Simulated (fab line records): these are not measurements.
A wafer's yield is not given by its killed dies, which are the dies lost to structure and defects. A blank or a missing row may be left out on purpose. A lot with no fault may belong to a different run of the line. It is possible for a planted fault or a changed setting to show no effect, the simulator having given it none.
Which of the tools did it? | flow rit_cmos | 21 wafers from 7 lots sampled at 2 of the route's 202 steps

## WHAT THE GAUGES SHOWED, per wafer
RIT_CONTACT_THK_MEAS_01.
lot  | measured    | on            | CONTACT_TEOS_THK (nm)
L298 | day 3 17:49 | film_metro-04 | 393 400 400
L301 | day 4 11:53 | film_metro-04 | 393 393 399
L303 | day 4 16:33 | film_metro-02 | 394 401 402
L305 | day 5 01:09 | film_metro-04 | 397 405 408
L307 | day 5 11:43 | film_metro-03 | 391 390 394
L313 | day 6 22:49 | film_metro-03 | 355 363 396
L318 | day 8 08:42 | film_metro-04 | 404 400 404

## WHAT TOOL EACH LOT RAN ON (gives the tool, then ch and the chambers of the sampled wafers, and finally the start)
lot  | RIT_CONTACT_CVD_00
L298 | pecvd-01 ch 1,2, day 3 17:45
L301 | pecvd-01 ch 0,1, day 4 11:49
L303 | pecvd-02 ch 0,1, day 4 16:29
L305 | pecvd-04 ch 0,1, day 5 01:06
L307 | pecvd-01 ch 0,1,2, day 5 11:40
L313 | pecvd-01 ch 0,1, day 6 22:45
L318 | pecvd-02 ch 0,1,2, day 8 08:39
- RIT_CONTACT_CVD_00: deposits SiO2 from TEOS, target thk 400 nm, time 61 s.

## THE ANSWER, worked out from the rows above alone
Rule: the usual values come from the lots themselves. The widest of any qualifying gaps counts: lots, ordered by their means at a reading, are off when they make up no more than a third of the lots, leave a main group of 4 or more, and stand apart from it by 3 or more times the standard deviation of that group's means. If all means in a main group match to the digits the tables above print for the reading, that group is not used. Also off: a lot with no number at a reading for which 4 or more lots have one. All remaining lots with rows at the step are treated as sound.
Off: L313, at RIT_CONTACT_THK_MEAS_01 (CONTACT_TEOS_THK). The main group: mean 398 nm, standard deviation 4.1.
A tool fits if, at a process step before that reading, it ran every lot that is off, and no sound lot after the first of them. The gauges at RIT_CONTACT_THK_MEAS_01 are tried like those tools. Can't be told from this: 2 tools fit, pecvd-01 at RIT_CONTACT_CVD_00, film_metro-03 at RIT_CONTACT_THK_MEAS_01.

## WHAT THE SIMULATOR PUT IN
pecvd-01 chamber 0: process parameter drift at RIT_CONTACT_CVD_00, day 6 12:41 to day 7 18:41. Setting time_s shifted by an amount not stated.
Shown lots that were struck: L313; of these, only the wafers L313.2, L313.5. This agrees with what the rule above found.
